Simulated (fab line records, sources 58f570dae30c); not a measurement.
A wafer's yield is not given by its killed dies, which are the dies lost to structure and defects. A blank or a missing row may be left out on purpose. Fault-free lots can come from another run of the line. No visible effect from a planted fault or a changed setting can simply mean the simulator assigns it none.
What tool caused it? ; flow berkeley-cmos170 ; Sampling: 14 lots, 42 wafers, 3 of 331 route steps

== WHAT EACH GAUGE READ, for each wafer ==
UCB170_WELLDRIVE_THK_MEAS_02. Usual: WELLDRIVE_OXIDE_THK 197 nm, standard deviation 4.
lot;measured;on;WELLDRIVE_OXIDE_THK (nm);flag
L436;day 4 10:18;film-metro-03;199 198 200;
L437;day 4 10:14;film-metro-03;193 195 196;
L439;day 4 18:49;film-metro-03;194 193 197;
L440;day 5 05:11;film-metro-03;189 194 193;
L442;day 5 13:30;film-metro-03;195 194 193;
L443;day 5 17:51;film-metro-02;198 202 201;
L445;day 6 04:16;film-metro-02;198 201 199;
L447;day 6 14:18;film-metro-03;198 196 197;
L448;day 6 20:43;film-metro-02;199 199 199;
L450;day 7 05:51;film-metro-02;198 202 200;
L454;day 8 05:29;film-metro-03;144 145 146;OFF
L455;day 8 05:29;film-metro-01;151 151 148;OFF
L457;day 8 17:49;film-metro-02;203 198 202;
L458;day 8 17:49;film-metro-03;198 198 200;

UCB170_V1_BOW_MEAS_03. Usual: V1_BOW 17 um, standard deviation 6.4.
lot;measured;on;V1_BOW (um);flag
L436;day 9 09:19;film-metro-04;16 16 18;
L437;day 9 10:38;film-metro-02;19 27 26;
L439;day 9 10:41;film-metro-04;13 17 22;
L440;day 9 19:41;film-metro-02;12 17 21;
L442;day 10 06:29;film-metro-01;11 14 5;
L443;day 10 07:47;film-metro-02;6 14 15;
L445;day 10 17:10;film-metro-04;6 19 15;
L447;day 11 00:34;film-metro-02;21 14 6;
L448;day 11 12:38;film-metro-04;4 23 22;
L450;day 11 15:17;film-metro-02;31 21 12;
L454;day 12 19:46;film-metro-01;24 15 20;
L455;day 12 18:28;film-metro-04;11 5 15;
L457;day 13 03:39;film-metro-04;13 20 14;
L458;day 13 02:22;film-metro-04;14 14 15;

== TOOL THAT RAN EACH LOT (tool first, then ch and the chambers of the sampled wafers, then the start) ==
lot;UCB170_WELLDRIVE_OXIDATION_01
L436;furnace-04 ch 0, day 4 06:40
L437;furnace-04 ch 0, day 4 06:40
L439;furnace-02 ch 0, day 4 15:17
L440;furnace-01 ch 0, day 5 01:41
L442;furnace-04 ch 0, day 5 09:58
L443;furnace-02 ch 0, day 5 14:21
L445;furnace-02 ch 0, day 6 00:42
L447;furnace-04 ch 0, day 6 10:47
L448;furnace-04 ch 0, day 6 17:12
L450;furnace-02 ch 0, day 7 02:21
L454;furnace-04 ch 0, day 8 01:58
L455;furnace-04 ch 0, day 8 01:58
L457;furnace-02 ch 0, day 8 14:19
L458;furnace-02 ch 0, day 8 14:19
- UCB170_WELLDRIVE_OXIDATION_01: target thk 199 nm, ox time 9000 s.

== WHAT THE TOOLS THEMSELVES READ (means of the sampled wafers that have a number; where no wafer has one, the mark that the record gives instead) ==
UCB170_WELLDRIVE_OXIDATION_01. Usual: ox-temp-c-max 1104.8, standard deviation 1.3; tube_center_temp_C_max 1102.8, standard deviation 0.48.
lot;tool;ox-temp-c-max;tube_center_temp_C_max;flag
L436;furnace-04;1104.0;1102.6;
L437;furnace-04;1105.2;1102.8;
L439;furnace-02;1104.3;1102.9;
L440;furnace-01;1107.4;1103.1;
L442;furnace-04;1105.0;1102.7;
L443;furnace-02;1102.9;1102.6;
L445;furnace-02;1104.5;1102.3;
L447;furnace-04;1105.5;1103.0;
L448;furnace-04;1104.9;1103.3;
L450;furnace-02;1104.9;1102.8;
L454;furnace-04;1104.9;1102.8;
L455;furnace-04;1104.5;1102.8;
L457;furnace-02;1104.1;1102.7;
L458;furnace-02;1104.2;1102.6;

== THE ANSWER, worked out from the rows above alone ==
Rule: lot off if the mean of its wafers having a number is beyond 3 standard deviations from the usual mean. A lot without any number at a reading at which 4 lots or more have one is off too. Where the step has rows for the other lots, those lots are counted as sound. Order of review: gauges by route order, followed by the tools' own readings, for which a lot's mean as printed above is used. At the first step where some lot is off, the reading lying furthest off is the one used; lots without a number count as furthest.
Off: L454, L455, at UCB170_WELLDRIVE_THK_MEAS_02 (WELLDRIVE_OXIDE_THK).
If a tool, at a process step before that reading, ran all the lots that are off and no sound lot after the first of them, it fits. The gauges at UCB170_WELLDRIVE_THK_MEAS_02 are tried like those tools. One candidate fits, namely furnace-04 at UCB170_WELLDRIVE_OXIDATION_01. A fault onset in the window from L448 (day 6 17:12, its last sound lot) to L454 (day 8 01:58, its first lot off) fits.

== WHAT THE SIMULATOR HAD PUT IN ==
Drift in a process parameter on furnace-04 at UCB170_WELLDRIVE_OXIDATION_01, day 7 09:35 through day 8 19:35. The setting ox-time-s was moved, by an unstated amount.
Shown lots that were struck: L454, L455. The rule given above showed the same thing.
